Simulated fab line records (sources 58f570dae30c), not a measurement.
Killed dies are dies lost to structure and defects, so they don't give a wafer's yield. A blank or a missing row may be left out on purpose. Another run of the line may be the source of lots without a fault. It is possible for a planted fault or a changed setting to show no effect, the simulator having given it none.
Split-lot trial + flow berkeley-cmos170 + 27 wafers read from 5 lots, route of 331 steps

THE SPLIT
At UCB170_M3_METAL_ETCH_18 (etches Al in Cl2/BCl3, stops on SiO2, target depth 1170 nm, time 195 s), the setting time-s was moved away from the recipe's 195 s on 6 of the 27 wafers read, by +36.3% to +54.5%. The other wafers ran this setting at the recipe's value.

BETWEEN THE SPLIT AND THE READING: the file shows 1 step in between
- UCB170_M3_STRIP_19: strips in O2

THE READING
cd-nm, in nm, at UCB170_M3_CD_MEAS_90 (target cd 700 nm). A value of 698 nm with a standard deviation of 3.1 nm is what fault-free wafers of this fab line usually give.

| wafer  | tool, chamber at the split | time-s as run, s | against the recipe | cd-nm, nm | against lot-mates on the recipe |
|--------|----------------------------|------------------|--------------------|-----------|---------------------------------|
| L074.1 | rie-metal-04, 1            | 195              | recipe             | 700       | -                               |
| L074.5 | rie-metal-04, 1            | 195              | recipe             | 702       | -                               |
| L074.6 | rie-metal-04, 0            | 195              | recipe             | 702       | -                               |
| L079.1 | rie-metal-04, 0            | 195              | recipe             | 701       | -                               |
| L079.2 | rie-metal-04, 0            | 195              | recipe             | 698       | -                               |
| L079.3 | rie-metal-04, 0            | 195              | recipe             | 698       | -                               |
| L079.4 | rie-metal-04, 0            | 195              | recipe             | 698       | -                               |
| L079.5 | rie-metal-04, 0            | 195              | recipe             | 698       | -                               |
| L079.6 | rie-metal-04, 0            | 195              | recipe             | 696       | -                               |
| L081.1 | rie-metal-03, 0            | 195              | recipe             | 698       | -                               |
| L081.2 | rie-metal-03, 1            | 301.2            | +54.5%             | 669       | -28                             |
| L081.3 | rie-metal-03, 0            | 301.2            | +54.5%             | 671       | -26                             |
| L081.4 | rie-metal-03, 1            | 195              | recipe             | 694       | -                               |
| L081.5 | rie-metal-03, 0            | 195              | recipe             | 699       | -                               |
| L081.6 | rie-metal-03, 1            | 301.2            | +54.5%             | 670       | -27                             |
| L082.1 | rie-metal-03, 1            | 195              | recipe             | 693       | -                               |
| L082.2 | rie-metal-03, 0            | 195              | recipe             | 701       | -                               |
| L082.3 | rie-metal-03, 0            | 195              | recipe             | 697       | -                               |
| L082.4 | rie-metal-03, 1            | 195              | recipe             | 693       | -                               |
| L082.5 | rie-metal-03, 1            | 195              | recipe             | 694       | -                               |
| L082.6 | rie-metal-03, 0            | 195              | recipe             | 700       | -                               |
| L085.1 | rie-metal-03, 0            | 195              | recipe             | 700       | -                               |
| L085.2 | rie-metal-03, 1            | 265.8            | +36.3%             | 674       | -24                             |
| L085.3 | rie-metal-03, 1            | 265.8            | +36.3%             | 679       | -19                             |
| L085.4 | rie-metal-03, 0            | 195              | recipe             | 702       | -                               |
| L085.5 | rie-metal-03, 1            | 195              | recipe             | 693       | -                               |
| L085.6 | rie-metal-03, 0            | 265.8            | +36.3%             | 682       | -16                             |

THE FIT
A straight line over all 27 wafers: cd-nm changes by -0.521 nm for each +1% of time-s; r = -0.96; the points scatter about the line by 3 nm.
The same after taking each lot's own level away (the mean of its wafers on the recipe; 27 wafers): -0.511 nm for each +1%; r = -0.97; scatter 2.7 nm.
According to that fit, moving time-s by its largest amount changes the reading by 28 nm.
From 696.3 to 701.3 nm: that is the span of the lots' own levels, equal to 1.6 times the standard deviation above.
Consequently the slope shifts little with the lot-to-lot level, the two slopes agreeing.
Check: -27.9 nm against its lot-mates is what the line predicts for one of the wafers moved furthest among these (+54.5%) when that wafer is left out of the fit. It came out at -28 nm against them.

THE WHOLE CHAIN: every reading that the file lists as answering this split, in the file's order
| step                    | what it does                                                           | reading                                                                   | change (the file's fit)                  | r (the file's) |
|-------------------------|------------------------------------------------------------------------|---------------------------------------------------------------------------|------------------------------------------|----------------|
| UCB170_M3_METAL_ETCH_18 | etches Al in Cl2/BCl3, stops on SiO2, target depth 1170 nm, time 195 s | KrF_of_M3_COAT_10.thk-nm (the simulator's own value, which no gauge read) | -4.83 nm for each +1% of the setting     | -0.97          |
| UCB170_M3_METAL_ETCH_18 | etches Al in Cl2/BCl3, stops on SiO2, target depth 1170 nm, time 195 s | M3.feature-depth-nm (the simulator's own value, which no gauge read)      | +0.815 nm for each +1% of the setting    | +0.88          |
| UCB170_M3_METAL_ETCH_18 | etches Al in Cl2/BCl3, stops on SiO2, target depth 1170 nm, time 195 s | SiO2_of_V2_CVD_00.thk-nm (the simulator's own value, which no gauge read) | -0.636 nm for each +1% of the setting    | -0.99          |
| UCB170_M3_STRIP_19      | strips in O2                                                           | oes-product-au                                                            | -0.0052 a.u. for each +1% of the setting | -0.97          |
| UCB170_M3_CD_MEAS_90    | target cd 700 nm                                                       | cd-nm                                                                     | -0.509 nm for each +1% of the setting    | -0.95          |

THE FILE'S OWN FIT
cd-nm changes by -0.509 nm for each +1% of time-s, r = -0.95.
